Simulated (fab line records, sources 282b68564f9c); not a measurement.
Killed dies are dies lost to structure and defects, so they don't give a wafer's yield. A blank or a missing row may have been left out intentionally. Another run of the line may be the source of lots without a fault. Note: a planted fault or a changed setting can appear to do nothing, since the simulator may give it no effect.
What tool caused it? -- flow ritCmos -- 12 lots with 36 wafers sampled at 2 steps, on a route of 202 steps

WHAT THE GAUGES READ, wafer by wafer
RIT_SDANNEAL_RS_MEAS_05: measurement is done with a four-point probe.
lot,measured,on,NSD_RS (ohm/sq)
L434,day 3 06:16,filmMetro-04,84.78 84.95 84.60
L435,day 3 08:29,filmMetro-04,84.50 84.72 84.32
L436,day 3 13:28,filmMetro-01,83.79 84.02 84.00
L437,day 3 18:54,filmMetro-04,84.36 84.19 84.26
L438,day 3 22:38,filmMetro-04,84.47 84.31 84.50
L448,day 6 00:43,filmMetro-01,- - -
L449,day 6 06:53,filmMetro-04,- - -
L451,day 7 03:16,filmMetro-02,84.93 84.50 84.83
L454,day 8 03:31,filmMetro-01,84.42 84.43 84.26
L455,day 8 14:03,filmMetro-04,84.91 84.74 84.77
L456,day 8 15:56,filmMetro-04,84.18 84.15 84.32
L457,day 9 00:50,filmMetro-01,84.40 84.46 84.40

EACH LOT AND THE TOOL THAT RAN IT (in order: tool; ch and the chambers of the sampled wafers; start)
lot,RIT_NSD_IMPLANT_08
L434,"implanter-04 ch 0, day 3 03:23"
L435,"implanter-04 ch 0, day 3 05:38"
L436,"implanter-02 ch 0, day 3 10:56"
L437,"implanter-03 ch 0, day 3 16:23"
L438,"implanter-02 ch 0, day 3 20:08"
L448,"implanter-02 ch 0, day 5 22:23"
L449,"implanter-02 ch 0, day 6 04:25"
L451,"implanter-04 ch 0, day 7 00:47"
L454,"implanter-04 ch 0, day 8 01:09"
L455,"implanter-03 ch 0, day 8 11:01"
L456,"implanter-03 ch 0, day 8 13:27"
L457,"implanter-03 ch 0, day 8 21:58"
- RIT_NSD_IMPLANT_08

AS READ BY THE TOOLS THEMSELVES (means over the sampled wafers that have a number; for cases with no such wafer, the mark the record gives instead)
RIT_NSD_IMPLANT_08.
lot,tool,doseIonsCm2
L434,implanter-04,1.0011e+15
L435,implanter-04,1.0006e+15
L436,implanter-02,1.0012e+15
L437,implanter-03,9.9847e+14
L438,implanter-02,9.9953e+14
L448,implanter-02,9.9953e+14
L449,implanter-02,9.9990e+14
L451,implanter-04,1.0015e+15
L454,implanter-04,9.9987e+14
L455,implanter-03,9.9977e+14
L456,implanter-03,9.9927e+14
L457,implanter-03,9.9957e+14

THE ANSWER, worked out from the rows above alone
Rule: the usual values come from the lots themselves. The widest of any qualifying gaps counts: lots, ordered by their means at a reading, are off when they make up no more than a third of the lots, leave a main group of 4 or more, and stand apart from it by 3 or more times the standard deviation of that group's means. The tables above print the reading to a certain number of digits; a main group whose means all agree to those digits is not used. A lot without any number at a reading at which 4 lots or more have one is off too. All remaining lots with rows at the step are treated as sound. The gauges are gone through in route order, then the tools' own readings, and for those a lot's mean is taken as printed above. At the first step where some lot is off, the reading lying furthest off is the one used; lots without a number count as furthest.
Off: L448, L449, seen at RIT_SDANNEAL_RS_MEAS_05 (NSD_RS). Without a number there: L448, L449. Mean 84.45 ohm/sq and standard deviation 0.26 in the main group.
A tool fits if, at a process step before that reading, it ran every lot that is off, and no sound lot after the first of them. Those tools and the gauges at RIT_SDANNEAL_RS_MEAS_05 are tried in the same way. One fits: RIT_NSD_IMPLANT_08 on implanter-02. A fault onset in the window from L438 (day 3 20:08, its last sound lot) to L448 (day 5 22:23, its first lot off) fits.

WHAT THE SIMULATOR HAD PUT IN
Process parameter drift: implanter-02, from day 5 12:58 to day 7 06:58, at RIT_NSD_IMPLANT_08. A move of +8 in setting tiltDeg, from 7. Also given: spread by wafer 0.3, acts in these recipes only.
Shown lots that were struck: L448, L449. The rule given above showed the same thing.
